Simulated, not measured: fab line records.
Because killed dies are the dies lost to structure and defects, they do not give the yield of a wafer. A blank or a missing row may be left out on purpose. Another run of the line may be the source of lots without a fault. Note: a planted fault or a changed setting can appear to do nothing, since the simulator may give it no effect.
The same fault as seen by 2 desks    flow berkeleyCmos170    each desk holds nothing but its own numbers, with what lay behind them at the end

== FROM THE METROLOGY DESK ==
What the gauges read, lot by lot, whatever tool the lot ran on: means of the sampled wafers that have a number. Any lot whose mean is over 4 standard deviations away from the usual mean is out of limits and marked OUT; that distance is given in the brackets.
Columns: A = NWELL_OXIDE_THK at UCB170_NWELL_THK_MEAS_02, usual 26.4 nm; B = PWELL_TW at UCB170_PWELL_TW_MEAS_17, usual 380.1; C = WELLDRIVE_OXIDE_THK at UCB170_WELLDRIVE_THK_MEAS_02, usual 199 nm; D = cdNm at UCB170_CONTACT_CD_MEAS_90, usual 700.4 nm
lot   first seen here  A     B      C               D
L673  day 2 01:51      26.0  382.3  197             700.1
L674  day 2 13:16      25.7  377.3  196             703.0
L675  day 2 18:17      27.3  376.5  202             700.6
L676  day 2 18:17      26.5  381.9  196             699.4
L677  day 3 02:03      24.7  380.9  200             698.4
L679  day 3 14:28      26.7  380.7  201             699.5
L682  day 4 06:06      26.7  380.6  230 (+10) OUT   700.3
L683  day 4 10:29      27.0  378.4  228 (+9.4) OUT  699.7
L687  day 5 06:51      25.3  378.2  199             701.2
L688  day 5 18:24      25.9  381.8  196             699.7
L691  day 6 01:24      27.0  383.5  203             701.0
L690  day 6 01:25      27.0  377.8  194             700.1
L692  day 6 07:14      26.3  382.2  203             699.9
L693  day 6 11:28      25.9  381.0  199             701.2
This desk's finding: out of limits on L682, L683; first on L682, day 6 08:43 (WELLDRIVE_OXIDE_THK at UCB170_WELLDRIVE_THK_MEAS_02). L673, L674, L675, L676, L677, L679, L687, L688, L691, L690, L692, L693 stayed within limits.

== TOOL OWNER'S DESK, furnace-01 ==
The tool's own readings at UCB170_WELLDRIVE_OXIDATION_01 (target thk 199 nm, ox time 9000 s): means of the sampled wafers that have a number, for each lot that ran on this tool. Any lot whose mean is over 4 standard deviations away from the usual mean is out of limits and marked OUT; that distance is given in the brackets.
Columns: A = spikeTcCentreC at UCB170_WELLDRIVE_OXIDATION_01, usual 1102.7 C; B = spikeTcLoadC at UCB170_WELLDRIVE_OXIDATION_01, usual 1128.9 C; C = spikeTcSourceC at UCB170_WELLDRIVE_OXIDATION_01, usual 1125.5 C; D = tubeCenterTempC at UCB170_WELLDRIVE_OXIDATION_01, usual 1100.0 C; E = tube_center_temp_C_max at UCB170_WELLDRIVE_OXIDATION_01, usual 1102.9; F = zonePowerLoadPct at UCB170_WELLDRIVE_OXIDATION_01, usual 44.9 %
lot   first seen here  A                 B                 C                 D                         E                 F
L674  day 3 22:52      1102.3            1131.8            1125.8            1100.0                    1102.5            45.7
L679  day 5 06:01      1103.0            1130.8            1125.8            1100.1                    1102.8            44.7
L682  day 6 05:13      1133.7 (+28) OUT  1163.0 (+19) OUT  1158.2 (+22) OUT  1131.9 (+99 or more) OUT  1134.6 (+69) OUT  48.0
L683  day 6 05:13      1134.6 (+29) OUT  1163.1 (+19) OUT  1159.0 (+22) OUT  1132.0 (+99 or more) OUT  1134.4 (+69) OUT  48.8
This desk's finding: out of limits on L682, L683; first on L682, day 6 05:13 (spikeTcCentreC at UCB170_WELLDRIVE_OXIDATION_01). L674, L679 stayed within limits.

== TAKEN TOGETHER ==
At day 6 05:13, on L682, L683, the tool owner's desk was in a position to raise an alarm.
The metrology desk could have raised an alarm at day 6 08:43, on L682, L683.
Of the lots named, all ran UCB170_WELLDRIVE_OXIDATION_01 on furnace-01.

== WHAT WAS PUT IN BY THE SIMULATOR ==
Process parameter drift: furnace-01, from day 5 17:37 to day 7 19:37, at UCB170_WELLDRIVE_OXIDATION_01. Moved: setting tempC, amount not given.
Lots struck among those shown: L682, L683.
Time in hours from fault onset to the first out-of-limits reading at each desk: tool owner's desk 12, metrology desk 15.
